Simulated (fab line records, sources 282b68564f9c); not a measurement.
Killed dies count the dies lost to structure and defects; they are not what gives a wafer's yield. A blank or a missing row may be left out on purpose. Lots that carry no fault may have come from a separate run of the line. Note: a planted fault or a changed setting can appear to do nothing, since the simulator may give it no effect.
Problem report in the 8D (eight disciplines) form, filled by code | flow ritCmos | the parts of the form that need people (team, actions taken, sign-off) are left out

## 1. THE PROBLEM
Mean NWELL_TW at RIT_NWELL_TW_MEAS_10: 1841 over 6 wafers in 2 lots; fault-free wafers: 2149, standard deviation 24. Relative to the usual mean, that is a shift of -13 standard deviations.
Seen first at day 3 03:41 on filmMetro-01, wafer L518.2. The record has a number at this step for 42 wafers belonging to 14 lots. Rule for "out" (also "out of limits"): further than 4 standard deviations from the usual mean. The rest of the wafers with a number are treated as sound.

## 2. WHAT IT IS; WHAT IT IS NOT
question                    | is                         | is not
which readings at this step | NWELL_TW                   | -
which lots                  | L518, L522                 | L512, L513, L514, L515, L516, L520, L521, L527, L529, L531, L534, L535
which wafers of those lots  | all that have a number     | -
read on which gauges        | filmMetro-01, filmMetro-02 | filmMetro-04
when                        | from day 3 03:41           | up to then (15 sound wafers); but 21 sound wafers of L520, L521, L527, L529, L531, L534, L535 came after

## 3. WHAT RULES OUT EACH SUSPECT
Counting: a tool at any process step up to the reading remains a suspect when it ran all the lots that are out and ran no sound lot after the first of those.
- ruled out: the gauge at RIT_NWELL_TW_MEAS_10. Those wafers that are out were read across 2 gauges (filmMetro-01, filmMetro-02).
- implanter-03 at RIT_NWELL_IMPLANT_08: ruled out as a lasting fault. After its first lot that is out, L518 (day 3 03:22), sound lots L534 ran on it.
Left after counting: nothing in the record.

## 4. THE CAUSE (what the simulator had put in)
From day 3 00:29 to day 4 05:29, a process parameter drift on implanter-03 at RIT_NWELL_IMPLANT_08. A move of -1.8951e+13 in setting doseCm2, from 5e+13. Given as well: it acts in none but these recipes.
The count ruled it out by mistake, since the rule takes a fault to strike every lot its tool runs from the start of the fault on, and this one did not do so.

## 5. THE EFFECT CHAIN, in route order
One row per reading whose mean, taken over the struck wafers that have a number, lies over 3 standard deviations from the usual. Readings are gone through only where the record gives a usual standard deviation; hours: the median, over the lots, of the time from a lot's start at the first step in this table giving one to that lot's start at this step; sigmas: the change measured in usual standard deviations.
hours | step                     | reading          | usual        | on struck wafers | change     | sigmas
0     | RIT_NWELL_IMPLANT_08     | doseIonsCm2      | 5.001e+13    | 3.111e+13        | -1.890e+13 | -99 or more
0     | RIT_NWELL_IMPLANT_08     | faradayCurrentUA | 159          | 97               | -62        | -19
0     | RIT_NWELL_TW_MEAS_10     | NWELL_TW         | 2149         | 1841             | -308       | -13
7     | RIT_WELLDRIVE_RS_MEAS_01 | NWELL_RS         | 275.2 ohm/sq | 368.8            | +93.6      | +99 or more
Process steps it contains:
- RIT_NWELL_IMPLANT_08

## 6. WHAT WOULD HAVE CAUGHT IT SOONER
3 hours passed between the start of the fault at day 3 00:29 and the first reading out of limits at a measuring or inspecting step in this record, taken at day 3 03:41.
Tool's own readings at RIT_NWELL_IMPLANT_08, doseIonsCm2, faradayCurrentUA: out on all struck wafers the step has rows for; an alarm limit on them would have tripped on the first.
